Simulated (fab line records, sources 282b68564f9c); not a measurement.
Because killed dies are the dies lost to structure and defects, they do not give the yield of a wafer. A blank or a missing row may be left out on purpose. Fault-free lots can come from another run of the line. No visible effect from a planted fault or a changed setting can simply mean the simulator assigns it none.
fab line records / flow rit-cmos
record: lots: 5 wafers: 23
route steps=202 shown SDANNEAL@155 NLDD@160 M1@192
start-h: the number of hours between the record's first day and the start of the first shown wafer of the lot / wait-h: hours since the lot's step before / " repeats the value in the row above / L1.1+2: a row that stands for several wafers / - no value, or no start was given / * or withheld: withheld / < > ~ a bound
route shown NAME@n: a module of which the file shows steps, and the number in the route of the first / usual: average and standard deviation across the fault-free wafers / same: alike in all rows / chamber/n: place in a boat / sites: readings site by site / _std_site: how widely they spread, as a standard deviation / _edge_site: mean of outer sites minus mean of inner sites / radius-mm: for every site, how far away it sits from the centre of the wafer / mask NAME#n: copy n / behind: the tool/chamber that last shaped the wafer / hold: reason for holding the lot/hours on hold/outcome of the hold / device: which transistor (n, p or np) failed to switch / end of line: tests run on the same wafers once the route is complete / where a step has no rows: the recipe by itself / killed: at the first sort, the dies lost to defects and structure; wafer yield is something else / map: per-die view of a wafer (x killed, . not killed, _ where there is no die)
set.NAME: the setting as run; set.NAME@STEP: as run at that earlier step / model.NAME: the simulator's own value behind a step, which no gauge read
lots whose settings were changed on purpose; a table a step, a row a wafer
== steps ==
step: RIT_SDANNEAL_CLEAN_02
recipe: chemistry: SC2 mix: 3:3:50 time-s: 600 temp-c: 75 dry: n2-spin
lot.wafer=L074.1+2+4+5+6 tool=- chamber=- start-h=- wait-h=0.0 set.time-s=652.8
lot.wafer=L075.1+2+3+5+6 tool=- chamber=- start-h=- wait-h=0.0 set.time-s=622.8
lot.wafer=L076.2+3+4+5+6 tool=- chamber=- start-h=- wait-h=0.0 set.time-s=553
lot.wafer=L081.1+2+3+4+5 tool=- chamber=- start-h=- wait-h=0.0 set.time-s=563.3
lot.wafer=L083.1+3+5 tool=wet-bench-01 chamber=3 start-h=93.87 wait-h=0.0 set.time-s=600
step: RIT_SDANNEAL_RTA_03
recipe: temp-c: 1050 time-s: 5 idle-temp-c: 600 ramp-up-c-per-s: 342 ramp-down-c-per-s: 171 cool-to-c: 600 ambient: N2
step: RIT_SDANNEAL_RS_MEAS_07
recipe: thk-meas-gauge: four-point-probe
usual: NLDD_RS: 151.7/0.55
lot.wafer=L074.1 tool=film-metro-03 chamber=- start-h=49.98 wait-h=0.1 set.dose-cm2@NLDD_IMPLANT_08=5.336e+14 NLDD_RS[ohm/sq]=143.5
lot.wafer=L074.2 tool=film-metro-03 chamber=- start-h=49.98 wait-h=0.1 set.dose-cm2@NLDD_IMPLANT_08=5.336e+14 NLDD_RS[ohm/sq]=144.2
lot.wafer=L074.4 tool=film-metro-03 chamber=- start-h=49.98 wait-h=0.1 set.dose-cm2@NLDD_IMPLANT_08=5e+14 NLDD_RS[ohm/sq]=151.9
lot.wafer=L074.5 tool=film-metro-03 chamber=- start-h=49.98 wait-h=0.1 set.dose-cm2@NLDD_IMPLANT_08=5e+14 NLDD_RS[ohm/sq]=151.8
lot.wafer=L074.6 tool=film-metro-03 chamber=- start-h=49.98 wait-h=0.1 set.dose-cm2@NLDD_IMPLANT_08=5.336e+14 NLDD_RS[ohm/sq]=143.9
lot.wafer=L075.1 tool=film-metro-01 chamber=- start-h=59.67 wait-h=0.1 set.dose-cm2@NLDD_IMPLANT_08=5e+14 NLDD_RS[ohm/sq]=151.8
lot.wafer=L075.2 tool=film-metro-01 chamber=- start-h=59.67 wait-h=0.1 set.dose-cm2@NLDD_IMPLANT_08=5e+14 NLDD_RS[ohm/sq]=151.9
lot.wafer=L075.3 tool=film-metro-01 chamber=- start-h=59.67 wait-h=0.1 set.dose-cm2@NLDD_IMPLANT_08=5e+14 NLDD_RS[ohm/sq]=152.5
lot.wafer=L075.5 tool=film-metro-01 chamber=- start-h=59.67 wait-h=0.1 set.dose-cm2@NLDD_IMPLANT_08=5e+14 NLDD_RS[ohm/sq]=151.5
lot.wafer=L075.6 tool=film-metro-01 chamber=- start-h=59.67 wait-h=0.1 set.dose-cm2@NLDD_IMPLANT_08=5e+14 NLDD_RS[ohm/sq]=152.3
lot.wafer=L076.2 tool=film-metro-03 chamber=- start-h=60.68 wait-h=0.1 set.dose-cm2@NLDD_IMPLANT_08=5e+14 NLDD_RS[ohm/sq]=152.2
lot.wafer=L076.3 tool=film-metro-03 chamber=- start-h=60.68 wait-h=0.1 set.dose-cm2@NLDD_IMPLANT_08=4.833e+14 NLDD_RS[ohm/sq]=157.1
lot.wafer=L076.4 tool=film-metro-03 chamber=- start-h=60.68 wait-h=0.1 set.dose-cm2@NLDD_IMPLANT_08=5e+14 NLDD_RS[ohm/sq]=151.9
lot.wafer=L076.5 tool=film-metro-03 chamber=- start-h=60.68 wait-h=0.1 set.dose-cm2@NLDD_IMPLANT_08=4.833e+14 NLDD_RS[ohm/sq]=156.6
lot.wafer=L076.6 tool=film-metro-03 chamber=- start-h=60.68 wait-h=0.1 set.dose-cm2@NLDD_IMPLANT_08=4.833e+14 NLDD_RS[ohm/sq]=157.1
lot.wafer=L081.1 tool=film-metro-03 chamber=- start-h=85.26 wait-h=0.1 set.dose-cm2@NLDD_IMPLANT_08=5.142e+14 NLDD_RS[ohm/sq]=148.5
lot.wafer=L081.2 tool=film-metro-03 chamber=- start-h=85.26 wait-h=0.1 set.dose-cm2@NLDD_IMPLANT_08=5e+14 NLDD_RS[ohm/sq]=152.1
lot.wafer=L081.3 tool=film-metro-03 chamber=- start-h=85.26 wait-h=0.1 set.dose-cm2@NLDD_IMPLANT_08=5.142e+14 NLDD_RS[ohm/sq]=149.0
lot.wafer=L081.4 tool=film-metro-03 chamber=- start-h=85.26 wait-h=0.1 set.dose-cm2@NLDD_IMPLANT_08=5.142e+14 NLDD_RS[ohm/sq]=148.5
lot.wafer=L081.5 tool=film-metro-03 chamber=- start-h=85.26 wait-h=0.1 set.dose-cm2@NLDD_IMPLANT_08=5e+14 NLDD_RS[ohm/sq]=152.8
lot.wafer=L083.1 tool=film-metro-03 chamber=- start-h=94.47 wait-h=0.1 set.dose-cm2@NLDD_IMPLANT_08=5e+14 NLDD_RS[ohm/sq]=151.4
lot.wafer=L083.3 tool=film-metro-03 chamber=- start-h=94.47 wait-h=0.1 set.dose-cm2@NLDD_IMPLANT_08=5e+14 NLDD_RS[ohm/sq]=151.7
lot.wafer=L083.5 tool=film-metro-03 chamber=- start-h=94.47 wait-h=0.1 set.dose-cm2@NLDD_IMPLANT_08=5e+14 NLDD_RS[ohm/sq]=151.4
step: RIT_M1_DEVELOP_08
recipe: resist: NOVOLAK develop-time-s: 68 dev-temp-c: 23
lot.wafer=L074.1+6 tool=litho-track-04 chamber=0 start-h=- wait-h=- set.develop-time-s=77.29
lot.wafer=L074.2+4+5 tool=litho-track-04 chamber=0 start-h=- wait-h=- set.develop-time-s=68
lot.wafer=L075.1+2+3+5+6 tool=litho-track-01 chamber=0 start-h=- wait-h=- set.develop-time-s=68
lot.wafer=L076.2+4+5 tool=litho-track-02 chamber=0 start-h=- wait-h=- set.develop-time-s=68
lot.wafer=L076.3+6 tool=litho-track-02 chamber=0 start-h=- wait-h=- set.develop-time-s=58.43
lot.wafer=L081.1+2+5 tool=litho-track-02 chamber=0 start-h=- wait-h=- set.develop-time-s=63.14
lot.wafer=L081.3+4 tool=litho-track-02 chamber=0 start-h=- wait-h=- set.develop-time-s=68
lot.wafer=L083.1+3+5 tool=litho-track-02 chamber=0 start-h=- wait-h=- set.develop-time-s=68
step: RIT_M1_CD_MEAS_09
recipe: target-cd-nm: 2600
usual: cd-nm: 2600.3/2.1
lot.wafer=L074.1 tool=cd-sem-01 chamber=- start-h=54.24 wait-h=- set.develop-time-s@M1_DEVELOP_08=77.29 cd-nm=2586.6
lot.wafer=L074.2 tool=cd-sem-01 chamber=- start-h=54.24 wait-h=- set.develop-time-s@M1_DEVELOP_08=68 cd-nm=2597.3
lot.wafer=L074.4 tool=cd-sem-01 chamber=- start-h=54.24 wait-h=- set.develop-time-s@M1_DEVELOP_08=68 cd-nm=2596.3
lot.wafer=L074.5 tool=cd-sem-01 chamber=- start-h=54.24 wait-h=- set.develop-time-s@M1_DEVELOP_08=68 cd-nm=2594.4
lot.wafer=L074.6 tool=cd-sem-01 chamber=- start-h=54.24 wait-h=- set.develop-time-s@M1_DEVELOP_08=77.29 cd-nm=2586.3
lot.wafer=L075.1 tool=cd-sem-01 chamber=- start-h=64.22 wait-h=- set.develop-time-s@M1_DEVELOP_08=68 cd-nm=2603.1
lot.wafer=L075.2 tool=cd-sem-01 chamber=- start-h=64.22 wait-h=- set.develop-time-s@M1_DEVELOP_08=68 cd-nm=2601.1
lot.wafer=L075.3 tool=cd-sem-01 chamber=- start-h=64.22 wait-h=- set.develop-time-s@M1_DEVELOP_08=68 cd-nm=2602.4
lot.wafer=L075.5 tool=cd-sem-01 chamber=- start-h=64.22 wait-h=- set.develop-time-s@M1_DEVELOP_08=68 cd-nm=2603.7
lot.wafer=L075.6 tool=cd-sem-01 chamber=- start-h=64.22 wait-h=- set.develop-time-s@M1_DEVELOP_08=68 cd-nm=2604.1
lot.wafer=L076.2 tool=cd-sem-01 chamber=- start-h=65.16 wait-h=- set.develop-time-s@M1_DEVELOP_08=68 cd-nm=2600.8
lot.wafer=L076.3 tool=cd-sem-01 chamber=- start-h=65.16 wait-h=- set.develop-time-s@M1_DEVELOP_08=58.43 cd-nm=2613.4
lot.wafer=L076.4 tool=cd-sem-01 chamber=- start-h=65.16 wait-h=- set.develop-time-s@M1_DEVELOP_08=68 cd-nm=2602.1
lot.wafer=L076.5 tool=cd-sem-01 chamber=- start-h=65.16 wait-h=- set.develop-time-s@M1_DEVELOP_08=68 cd-nm=2599.7
lot.wafer=L076.6 tool=cd-sem-01 chamber=- start-h=65.16 wait-h=- set.develop-time-s@M1_DEVELOP_08=58.43 cd-nm=2616.1
lot.wafer=L081.1 tool=cd-sem-02 chamber=- start-h=89.48 wait-h=- set.develop-time-s@M1_DEVELOP_08=63.14 cd-nm=2605.1
lot.wafer=L081.2 tool=cd-sem-02 chamber=- start-h=89.48 wait-h=- set.develop-time-s@M1_DEVELOP_08=63.14 cd-nm=2604.7
lot.wafer=L081.3 tool=cd-sem-02 chamber=- start-h=89.48 wait-h=- set.develop-time-s@M1_DEVELOP_08=68 cd-nm=2597.4
lot.wafer=L081.4 tool=cd-sem-02 chamber=- start-h=89.48 wait-h=- set.develop-time-s@M1_DEVELOP_08=68 cd-nm=2599.7
lot.wafer=L081.5 tool=cd-sem-02 chamber=- start-h=89.48 wait-h=- set.develop-time-s@M1_DEVELOP_08=63.14 cd-nm=2605.5
lot.wafer=L083.1 tool=cd-sem-01 chamber=- start-h=99.09 wait-h=- set.develop-time-s@M1_DEVELOP_08=68 cd-nm=2600.0
lot.wafer=L083.3 tool=cd-sem-01 chamber=- start-h=99.09 wait-h=- set.develop-time-s@M1_DEVELOP_08=68 cd-nm=2600.8
lot.wafer=L083.5 tool=cd-sem-01 chamber=- start-h=99.09 wait-h=- set.develop-time-s@M1_DEVELOP_08=68 cd-nm=2600.9
step: RIT_M1_HARDBAKE_11
recipe: resist: NOVOLAK temp-c: 140 time-s: 120
step: RIT_M1_METAL_ETCH_12
recipe: stop-on: SiO2 chemistry: Cl2/BCl3 target: Al time-s: 165 over-etch-frac: 0.4724 pressure-mtorr: 100 target-depth-a: 6000 rf-w: 250 Cl2_flow_sccm: 60 bcl3-flow-sccm: 50
lot.wafer=L074.1 tool=rie-metal-03 chamber=0 start-h=54.65 wait-h=0.2 set.develop-time-s@M1_DEVELOP_08=77.29 model.M1.cd-nm=2588
lot.wafer=L074.2 tool=rie-metal-03 chamber=1 start-h=54.65 wait-h=0.2 set.develop-time-s@M1_DEVELOP_08=68 model.M1.cd-nm=2594
lot.wafer=L074.4 tool=rie-metal-03 chamber=1 start-h=54.65 wait-h=0.2 set.develop-time-s@M1_DEVELOP_08=68 model.M1.cd-nm=2593
lot.wafer=L074.5 tool=rie-metal-03 chamber=0 start-h=54.65 wait-h=0.2 set.develop-time-s@M1_DEVELOP_08=68 model.M1.cd-nm=2595
lot.wafer=L074.6 tool=rie-metal-03 chamber=1 start-h=54.65 wait-h=0.2 set.develop-time-s@M1_DEVELOP_08=77.29 model.M1.cd-nm=2583
lot.wafer=L075.1+2 tool=rie-metal-01 chamber=1,0 start-h=64.72 wait-h=0.2 set.develop-time-s@M1_DEVELOP_08=68 model.M1.cd-nm=2602
lot.wafer=L075.3+5 tool=rie-metal-01 chamber=0,1 start-h=64.72 wait-h=0.2 set.develop-time-s@M1_DEVELOP_08=68 model.M1.cd-nm=2603
lot.wafer=L075.6 tool=rie-metal-01 chamber=0 start-h=64.72 wait-h=0.2 set.develop-time-s@M1_DEVELOP_08=68 model.M1.cd-nm=2604
lot.wafer=L076.2+5 tool=rie-metal-02 chamber=0,1 start-h=65.56 wait-h=0.2 set.develop-time-s@M1_DEVELOP_08=68 model.M1.cd-nm=2597
lot.wafer=L076.3 tool=rie-metal-02 chamber=1 start-h=65.56 wait-h=0.2 set.develop-time-s@M1_DEVELOP_08=58.43 model.M1.cd-nm=2613
lot.wafer=L076.4 tool=rie-metal-02 chamber=0 start-h=65.56 wait-h=0.2 set.develop-time-s@M1_DEVELOP_08=68 model.M1.cd-nm=2598
lot.wafer=L076.6 tool=rie-metal-02 chamber=0 start-h=65.56 wait-h=0.2 set.develop-time-s@M1_DEVELOP_08=58.43 model.M1.cd-nm=2611
lot.wafer=L081.1 tool=rie-metal-02 chamber=1 start-h=89.88 wait-h=0.2 set.develop-time-s@M1_DEVELOP_08=63.14 model.M1.cd-nm=2604
lot.wafer=L081.2 tool=rie-metal-02 chamber=0 start-h=89.88 wait-h=0.2 set.develop-time-s@M1_DEVELOP_08=63.14 model.M1.cd-nm=2600
lot.wafer=L081.3+4 tool=rie-metal-02 chamber=1,0 start-h=89.88 wait-h=0.2 set.develop-time-s@M1_DEVELOP_08=68 model.M1.cd-nm=2595
lot.wafer=L081.5 tool=rie-metal-02 chamber=1 start-h=89.88 wait-h=0.2 set.develop-time-s@M1_DEVELOP_08=63.14 model.M1.cd-nm=2602
lot.wafer=L083.1 tool=rie-metal-03 chamber=0 start-h=99.49 wait-h=0.2 set.develop-time-s@M1_DEVELOP_08=68 model.M1.cd-nm=2603
lot.wafer=L083.3+5 tool=rie-metal-03 chamber=1 start-h=99.49 wait-h=0.2 set.develop-time-s@M1_DEVELOP_08=68 model.M1.cd-nm=2596
step: RIT_M1_STRIP_13
recipe: chemistry: nmp resist: NOVOLAK temp-c: 80 time-s: 600 dry: n2-spin
step: RIT_M1_STRIP_14
recipe: chemistry: O2 time-s: 180 platen-temp-c: withheld power-w: 500 pressure-mtorr: 4000 o2-flow-sccm: 4000
step: RIT_M1_CD_MEAS_90
recipe: target-cd-nm: 2600
usual: cd-nm: 2599/3.3
lot.wafer=L074.1 tool=cd-sem-02 chamber=- start-h=55.16 wait-h=0.1 set.develop-time-s@M1_DEVELOP_08=77.29 cd-nm=2588
lot.wafer=L074.2 tool=cd-sem-02 chamber=- start-h=55.16 wait-h=0.1 set.develop-time-s@M1_DEVELOP_08=68 cd-nm=2594
lot.wafer=L074.4 tool=cd-sem-02 chamber=- start-h=55.16 wait-h=0.1 set.develop-time-s@M1_DEVELOP_08=68 cd-nm=2593
lot.wafer=L074.5 tool=cd-sem-02 chamber=- start-h=55.16 wait-h=0.1 set.develop-time-s@M1_DEVELOP_08=68 cd-nm=2595
lot.wafer=L074.6 tool=cd-sem-02 chamber=- start-h=55.16 wait-h=0.1 set.develop-time-s@M1_DEVELOP_08=77.29 cd-nm=2583
lot.wafer=L075.1 tool=cd-sem-01 chamber=- start-h=65.26 wait-h=0.1 set.develop-time-s@M1_DEVELOP_08=68 cd-nm=2602
lot.wafer=L075.2 tool=cd-sem-01 chamber=- start-h=65.26 wait-h=0.1 set.develop-time-s@M1_DEVELOP_08=68 cd-nm=2602
lot.wafer=L075.3 tool=cd-sem-01 chamber=- start-h=65.26 wait-h=0.1 set.develop-time-s@M1_DEVELOP_08=68 cd-nm=2603
lot.wafer=L075.5 tool=cd-sem-01 chamber=- start-h=65.26 wait-h=0.1 set.develop-time-s@M1_DEVELOP_08=68 cd-nm=2603
lot.wafer=L075.6 tool=cd-sem-01 chamber=- start-h=65.26 wait-h=0.1 set.develop-time-s@M1_DEVELOP_08=68 cd-nm=2604
lot.wafer=L076.2 tool=cd-sem-02 chamber=- start-h=66.09 wait-h=0.1 set.develop-time-s@M1_DEVELOP_08=68 cd-nm=2596
lot.wafer=L076.3 tool=cd-sem-02 chamber=- start-h=66.09 wait-h=0.1 set.develop-time-s@M1_DEVELOP_08=58.43 cd-nm=2612
lot.wafer=L076.4 tool=cd-sem-02 chamber=- start-h=66.09 wait-h=0.1 set.develop-time-s@M1_DEVELOP_08=68 cd-nm=2598
lot.wafer=L076.5 tool=cd-sem-02 chamber=- start-h=66.09 wait-h=0.1 set.develop-time-s@M1_DEVELOP_08=68 cd-nm=2597
lot.wafer=L076.6 tool=cd-sem-02 chamber=- start-h=66.09 wait-h=0.1 set.develop-time-s@M1_DEVELOP_08=58.43 cd-nm=2611
lot.wafer=L081.1 tool=cd-sem-02 chamber=- start-h=90.40 wait-h=0.1 set.develop-time-s@M1_DEVELOP_08=63.14 cd-nm=2603
lot.wafer=L081.2 tool=cd-sem-02 chamber=- start-h=90.40 wait-h=0.1 set.develop-time-s@M1_DEVELOP_08=63.14 cd-nm=2600
lot.wafer=L081.3 tool=cd-sem-02 chamber=- start-h=90.40 wait-h=0.1 set.develop-time-s@M1_DEVELOP_08=68 cd-nm=2595
lot.wafer=L081.4 tool=cd-sem-02 chamber=- start-h=90.40 wait-h=0.1 set.develop-time-s@M1_DEVELOP_08=68 cd-nm=2596
lot.wafer=L081.5 tool=cd-sem-02 chamber=- start-h=90.40 wait-h=0.1 set.develop-time-s@M1_DEVELOP_08=63.14 cd-nm=2602
lot.wafer=L083.1 tool=cd-sem-01 chamber=- start-h=100.01 wait-h=0.1 set.develop-time-s@M1_DEVELOP_08=68 cd-nm=2603
lot.wafer=L083.3 tool=cd-sem-01 chamber=- start-h=100.01 wait-h=0.1 set.develop-time-s@M1_DEVELOP_08=68 cd-nm=2596
lot.wafer=L083.5 tool=cd-sem-01 chamber=- start-h=100.01 wait-h=0.1 set.develop-time-s@M1_DEVELOP_08=68 cd-nm=2596
== key ==
split: step: RIT_SDANNEAL_CLEAN_02 setting: time-s stated: 600 by: lot
response none clear
split: step: RIT_M1_DEVELOP_08 setting: develop-time-s stated: 68 by: wafer
response: step: RIT_M1_CD_MEAS_09 reading: cd-nm change: -0.855 per: 1% r: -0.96
response: step: RIT_M1_METAL_ETCH_12 reading: model.M1.cd-nm change: -0.848 per: 1% r: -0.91
response: step: RIT_M1_CD_MEAS_90 reading: cd-nm change: -0.845 per: 1% r: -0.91
split outside-this-file step=RIT_NLDD_IMPLANT_08 setting=dose-cm2
split outside-this-file: this setting was split too, and the file shows its column; the key of that split is in another file
